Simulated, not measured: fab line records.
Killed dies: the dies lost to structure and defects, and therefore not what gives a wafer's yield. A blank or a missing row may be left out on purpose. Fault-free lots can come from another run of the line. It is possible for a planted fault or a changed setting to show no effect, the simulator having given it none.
Split-lot trial :: flow berkeley-cmos170 :: 23 wafers read across 5 lots, on a route 331 steps long

## THE SPLIT ITSELF
At UCB170_V1_CMP_02 (polishes SiO2), the setting leave-above-ref-nm was moved away from the recipe's 1000 nm on 8 of the 23 wafers read, by -5.8% to +7.5%. All remaining wafers had this setting at the recipe value.

Split to reading: the file shows no intervening step.

## THE READING
At UCB170_V1_THK_MEAS_04: V1_POLISHED_THK, given in nm. Typical for fault-free wafers on this fab line: 1000.7 nm, with standard deviation 1.6 nm.

wafer: L079.2
tool, chamber at the split: cmp-02, 1
leave-above-ref-nm as run, nm: 1000
against the recipe: recipe
V1_POLISHED_THK, nm: 1000.1
against lot-mates on the recipe: -

wafer: L079.5
tool, chamber at the split: cmp-02, 1
leave-above-ref-nm as run, nm: 1000
against the recipe: recipe
V1_POLISHED_THK, nm: 999.8
against lot-mates on the recipe: -

wafer: L079.6
tool, chamber at the split: cmp-02, 0
leave-above-ref-nm as run, nm: 1000
against the recipe: recipe
V1_POLISHED_THK, nm: 1003.5
against lot-mates on the recipe: -

wafer: L077.1
tool, chamber at the split: cmp-01, 2
leave-above-ref-nm as run, nm: 1075
against the recipe: +7.5%
V1_POLISHED_THK, nm: 1072.8
against lot-mates on the recipe: +71.8

wafer: L077.2
tool, chamber at the split: cmp-01, 1
leave-above-ref-nm as run, nm: 1000
against the recipe: recipe
V1_POLISHED_THK, nm: 1002.8
against lot-mates on the recipe: -

wafer: L077.3
tool, chamber at the split: cmp-01, 3
leave-above-ref-nm as run, nm: 1000
against the recipe: recipe
V1_POLISHED_THK, nm: 1000.4
against lot-mates on the recipe: -

wafer: L077.5
tool, chamber at the split: cmp-01, 3
leave-above-ref-nm as run, nm: 1075
against the recipe: +7.5%
V1_POLISHED_THK, nm: 1074.7
against lot-mates on the recipe: +73.7

wafer: L077.6
tool, chamber at the split: cmp-01, 0
leave-above-ref-nm as run, nm: 1000
against the recipe: recipe
V1_POLISHED_THK, nm: 999.9
against lot-mates on the recipe: -

wafer: L083.2
tool, chamber at the split: cmp-01, 2
leave-above-ref-nm as run, nm: 1000
against the recipe: recipe
V1_POLISHED_THK, nm: 999.9
against lot-mates on the recipe: -

wafer: L083.3
tool, chamber at the split: cmp-01, 3,0
leave-above-ref-nm as run, nm: 1000
against the recipe: recipe
V1_POLISHED_THK, nm: 998.8
against lot-mates on the recipe: -

wafer: L083.4
tool, chamber at the split: cmp-01, 3,0
leave-above-ref-nm as run, nm: 1000
against the recipe: recipe
V1_POLISHED_THK, nm: 999.9
against lot-mates on the recipe: -

wafer: L083.5
tool, chamber at the split: cmp-01, 0
leave-above-ref-nm as run, nm: 1000
against the recipe: recipe
V1_POLISHED_THK, nm: 999.1
against lot-mates on the recipe: -

wafer: L083.6
tool, chamber at the split: cmp-01, 3
leave-above-ref-nm as run, nm: 1000
against the recipe: recipe
V1_POLISHED_THK, nm: 998.6
against lot-mates on the recipe: -

wafer: L084.1
tool, chamber at the split: cmp-02, 2
leave-above-ref-nm as run, nm: 1054
against the recipe: +5.4%
V1_POLISHED_THK, nm: 1053.4
against lot-mates on the recipe: +51.2

wafer: L084.2
tool, chamber at the split: cmp-02, 3
leave-above-ref-nm as run, nm: 1000
against the recipe: recipe
V1_POLISHED_THK, nm: 1001.7
against lot-mates on the recipe: -

wafer: L084.3
tool, chamber at the split: cmp-02, 0
leave-above-ref-nm as run, nm: 1000
against the recipe: recipe
V1_POLISHED_THK, nm: 1002.8
against lot-mates on the recipe: -

wafer: L084.4
tool, chamber at the split: cmp-02, 1
leave-above-ref-nm as run, nm: 1054
against the recipe: +5.4%
V1_POLISHED_THK, nm: 1052.7
against lot-mates on the recipe: +50.5

wafer: L084.6
tool, chamber at the split: cmp-02, 2
leave-above-ref-nm as run, nm: 1054
against the recipe: +5.4%
V1_POLISHED_THK, nm: 1055.5
against lot-mates on the recipe: +53.2

wafer: L085.1
tool, chamber at the split: cmp-01, 2
leave-above-ref-nm as run, nm: 941.7
against the recipe: -5.8%
V1_POLISHED_THK, nm: 940.0
against lot-mates on the recipe: -59.2

wafer: L085.3
tool, chamber at the split: cmp-01, 1
leave-above-ref-nm as run, nm: 1000
against the recipe: recipe
V1_POLISHED_THK, nm: 999.8
against lot-mates on the recipe: -

wafer: L085.4
tool, chamber at the split: cmp-01, 0
leave-above-ref-nm as run, nm: 941.7
against the recipe: -5.8%
V1_POLISHED_THK, nm: 939.9
against lot-mates on the recipe: -59.3

wafer: L085.5
tool, chamber at the split: cmp-01, 0
leave-above-ref-nm as run, nm: 1000
against the recipe: recipe
V1_POLISHED_THK, nm: 998.6
against lot-mates on the recipe: -

wafer: L085.6
tool, chamber at the split: cmp-01, 3
leave-above-ref-nm as run, nm: 941.7
against the recipe: -5.8%
V1_POLISHED_THK, nm: 939.4
against lot-mates on the recipe: -59.8
Rows listing several chambers each stand for several wafers; the file does not say which wafer went through which chamber.

THE FIT
A straight line over all 23 wafers: V1_POLISHED_THK changes by +10.1 nm for each +1% of leave-above-ref-nm; r = +1.00; the points scatter about the line by 1.6 nm.
The same after taking each lot's own level away (the mean of its wafers on the recipe; 23 wafers): +9.85 nm for each +1%; r = +1.00; scatter 1.3 nm.
The reading moves by 74 nm for the largest change in leave-above-ref-nm, on that fit.
The span of the lots' own levels, 999.20 to 1002.25 nm, comes to 1.9 times the standard deviation stated above.
Consequently the slope shifts little with the lot-to-lot level, the two slopes agreeing.
Check: with one of the wafers moved furthest among these (+7.5%) left out of the fit, the line predicts +73.7 nm for it against its lot-mates. Against them it came out at +71.8 nm.

## FURTHER SPLITS ON THESE WAFERS
Other splits were also applied to these wafers ahead of the reading. Each is held against what the fit with the lots' levels taken away leaves over:
other split on the same wafers: UCB170_NLDD_IMPLANT_09 dose-cm2
wafers away from the commonest value: 9
r with V1_POLISHED_THK (lot level and that fit taken away): +0.05

other split on the same wafers: UCB170_PSD_PEB_04 peb-temp-c
wafers away from the commonest value: 10
r with V1_POLISHED_THK (lot level and that fit taken away): -0.21

other split on the same wafers: UCB170_SDANNEAL_RTA_00 time-s
wafers away from the commonest value: 5
r with V1_POLISHED_THK (lot level and that fit taken away): -0.01

other split on the same wafers: UCB170_CONTACT_COAT_10 spin-rpm
wafers away from the commonest value: 8
r with V1_POLISHED_THK (lot level and that fit taken away): +0.01

other split on the same wafers: UCB170_M1_COAT_04 resist-thk-nm
wafers away from the commonest value: 11
r with V1_POLISHED_THK (lot level and that fit taken away): -0.16

## THE WHOLE CHAIN: every reading that the file lists as answering this split, in the file's order
step: UCB170_V1_CMP_02
what it does: polishes SiO2
reading: SiO2_of_V1_CVD_00.thk-nm (the simulator's own value, which no gauge read)
change (the file's fit): +9.89 nm for each +1% of the setting
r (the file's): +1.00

step: UCB170_V1_THK_MEAS_04
what it does: 
reading: V1_POLISHED_THK
change (the file's fit): +9.8 for each +1% of the setting
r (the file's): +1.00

step: UCB170_V1_ETCH_14
what it does: etches SiO2 in CHF3/CF4/Ar, stops on Al, target depth 1250 nm, time 291 s
reading: V1.feature-depth-nm (the simulator's own value, which no gauge read)
change (the file's fit): +9.84 nm for each +1% of the setting
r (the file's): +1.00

step: UCB170_V1_ETCH_14
what it does: etches SiO2 in CHF3/CF4/Ar, stops on Al, target depth 1250 nm, time 291 s
reading: etch.depth-nm (the simulator's own value, which no gauge read)
change (the file's fit): +9.89 nm for each +1% of the setting
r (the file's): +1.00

## THE FILE'S OWN FIT
V1_POLISHED_THK changes by +9.8 nm for each +1% of leave-above-ref-nm, r = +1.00.
